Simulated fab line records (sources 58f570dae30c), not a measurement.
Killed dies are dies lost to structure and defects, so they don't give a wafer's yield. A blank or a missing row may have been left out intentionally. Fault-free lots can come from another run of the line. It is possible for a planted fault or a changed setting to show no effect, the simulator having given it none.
Which tool was responsible?    flow berkeley cmos170    6 lots, 18 wafers sampled, at 1 step of a route of 331

== WHAT EACH GAUGE READ, for each wafer ==
UCB170_M2_CD_MEAS_90: target cd 700 nm.
lot   measured      on         cd nm (nm)
L299  day 9 13:26   cd sem-01  697.8 698.5 698.1
L302  day 9 22:05   cd sem-02  702.6 702.0 703.9
L305  day 10 15:03  cd sem-02  703.0 699.7 699.8
L304  day 10 18:28  cd sem-02  696.7 698.4 699.7
L309  day 11 10:50  cd sem-02  701.7 697.1 695.9
L314  day 11 15:07  cd sem-02  703.0 698.1 700.4

== WHICH TOOL RAN EACH LOT (tool, then ch and the chambers of the sampled wafers, then the start) ==
There is no process step in the record ahead of these readings.

== THE ANSWER, worked out from the rows above alone ==
Rule: the lots themselves supply what counts as usual. Put in order of their means at a reading, lots are off if they are a third of the lots or fewer, leave a main group of 4 or more, and stand apart from it by a gap of 3 or more times the standard deviation of the main group's means; of several such gaps the widest counts. A main group whose means are all the same, to the digits that the tables above print for the reading, isn't used. Also off: a lot with no number at a reading for which 4 or more lots have one. The other lots that the step has rows for count as sound.
None of the lots is off at any reading shown; this tells nothing.

== WHAT WAS PUT IN BY THE SIMULATOR ==
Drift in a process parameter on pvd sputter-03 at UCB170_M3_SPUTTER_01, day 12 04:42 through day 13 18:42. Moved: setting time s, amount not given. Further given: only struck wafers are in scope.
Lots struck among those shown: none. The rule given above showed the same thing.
